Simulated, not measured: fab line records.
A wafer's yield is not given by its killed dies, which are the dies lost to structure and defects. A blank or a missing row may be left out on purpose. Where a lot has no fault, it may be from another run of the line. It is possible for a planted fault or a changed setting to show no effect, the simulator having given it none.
The tool behind it: which one? -- flow rit_cmos -- Sampling: 14 lots, 42 wafers, 3 of 202 route steps

== WHAT THE GAUGES READ, wafer by wafer ==
RIT_M1_RS_MEAS_01: the measuring method here is four-point-probe. Usual: M1_AL_RS gives 0.0736 ohm/sq (standard deviation 0.00073).
lot,measured,on,M1_AL_RS (ohm/sq),flag
L211,day 3 05:57,film_metro-02,0.0741 0.0742 0.0747,
L212,day 3 12:32,film_metro-03,0.0728 0.0725 0.0727,
L213,day 3 17:34,film_metro-02,0.0738 0.0737 0.0737,
L214,day 3 22:14,film_metro-04,0.0740 0.0741 0.0739,
L215,day 4 02:26,film_metro-02,0.0734 0.0736 0.0732,
L216,day 4 07:32,film_metro-02,0.0738 0.0735 0.0735,
L217,day 4 10:52,film_metro-04,0.0725 0.0723 0.0724,
L218,day 4 15:50,film_metro-03,0.0745 0.0740 0.0740,
L219,day 4 22:24,film_metro-02,0.0730 0.0718 0.0722,
L222,day 5 12:20,film_metro-04,0.0818 0.0735 0.0740,OFF
L226,day 6 12:48,film_metro-04,0.0740 0.0744 0.0822,OFF
L230,day 7 08:53,film_metro-03,0.0732 0.0731 0.0727,
L232,day 7 17:11,film_metro-02,0.0731 0.0730 0.0733,
L234,day 8 00:49,film_metro-03,0.0733 0.0737 0.0735,

RIT_M1_THK_MEAS_02: measures by xrf. Usual: M1_AL_THK gives 395 nm (standard deviation 4).
lot,measured,on,M1_AL_THK (nm),flag
L211,day 3 06:02,film_metro-02,393 392 389,
L212,day 3 12:38,film_metro-03,399 401 399,
L213,day 3 17:40,film_metro-02,396 396 395,
L214,day 3 22:22,film_metro-04,394 393 394,
L215,day 4 02:32,film_metro-02,396 395 396,
L216,day 4 07:38,film_metro-02,393 396 394,
L217,day 4 10:58,film_metro-04,397 403 405,
L218,day 4 15:56,film_metro-03,391 392 390,
L219,day 4 22:31,film_metro-02,399 403 403,
L222,day 5 12:28,film_metro-04,355 396 393,OFF
L226,day 6 12:55,film_metro-04,393 389 356,OFF
L230,day 7 08:59,film_metro-03,397 395 397,
L232,day 7 17:19,film_metro-02,399 400 398,
L234,day 8 00:55,film_metro-03,392 392 393,

== TOOL THAT RAN EACH LOT (tool first, then ch and the chambers of the sampled wafers, then the start) ==
lot,RIT_M1_SPUTTER_00
L211,"pvd_sputter-02, day 3 05:35"
L212,"pvd_sputter-03, day 3 12:12"
L213,"pvd_sputter-02, day 3 17:15"
L214,"pvd_sputter-03, day 3 21:57"
L215,"pvd_sputter-04, day 4 02:07"
L216,"pvd_sputter-02, day 4 07:12"
L217,"pvd_sputter-04, day 4 10:33"
L218,"pvd_sputter-02, day 4 15:31"
L219,"pvd_sputter-04, day 4 22:07"
L222,"pvd_sputter-02, day 5 12:02"
L226,"pvd_sputter-02, day 6 12:31"
L230,"pvd_sputter-04, day 7 08:34"
L232,"pvd_sputter-03, day 7 16:54"
L234,"pvd_sputter-04, day 8 00:28"
- RIT_M1_SPUTTER_00: material Al, target thk 400 nm, time 500 s.

== WHAT THE TOOLS THEMSELVES READ (means of the sampled wafers that have a number; where no wafer has one, the mark that the record gives instead) ==
RIT_M1_SPUTTER_00. Usual: cathode_dc_power_W 2000.0 W, standard deviation 0.36; substrate_temp_c 25.01 C, standard deviation 0.11; throttle_valve_pct 30.1 %, standard deviation 0.71.
lot,tool,cathode_dc_power_W (W),substrate_temp_c (C),throttle_valve_pct (%),flag
L211,pvd_sputter-02,1999.8,25.05,30.5,
L212,pvd_sputter-03,2000.4,24.95,29.2,
L213,pvd_sputter-02,1999.8,24.96,30.3,
L214,pvd_sputter-03,2000.0,24.94,29.3,
L215,pvd_sputter-04,1999.7,25.05,30.3,
L216,pvd_sputter-02,2000.7,25.10,30.4,
L217,pvd_sputter-04,2000.3,24.84,29.8,
L218,pvd_sputter-02,1999.8,25.01,30.6,
L219,pvd_sputter-04,2000.0,25.02,29.8,
L222,pvd_sputter-02,1999.9,24.97,30.2,
L226,pvd_sputter-02,1999.8,25.06,30.1,
L230,pvd_sputter-04,1999.7,25.01,29.9,
L232,pvd_sputter-03,2000.1,24.97,29.7,
L234,pvd_sputter-04,2000.1,25.00,29.7,

== THE ANSWER, worked out from the rows above alone ==
Rule: lot off if the mean of its wafers having a number is beyond 3 standard deviations from the usual mean. Also off: a lot with no number at a reading for which 4 or more lots have one. Any other lot the step has rows for is counted as sound. First the gauges in route order, then the tools' own readings, where a lot's mean is used as printed above. At the first step where some lot is off, the reading lying furthest off is the one used; lots without a number count as furthest.
Off: at RIT_M1_RS_MEAS_01 (M1_AL_RS), L222, L226.
A tool fits if, at a process step before that reading, it ran every lot that is off, and no sound lot after the first of them. Those tools and the gauges at RIT_M1_RS_MEAS_01 are tried in the same way. Can't be told from this: 2 tools fit, pvd_sputter-02 at RIT_M1_SPUTTER_00, film_metro-04 at RIT_M1_RS_MEAS_01.

== WHAT THE SIMULATOR HAD INSERTED ==
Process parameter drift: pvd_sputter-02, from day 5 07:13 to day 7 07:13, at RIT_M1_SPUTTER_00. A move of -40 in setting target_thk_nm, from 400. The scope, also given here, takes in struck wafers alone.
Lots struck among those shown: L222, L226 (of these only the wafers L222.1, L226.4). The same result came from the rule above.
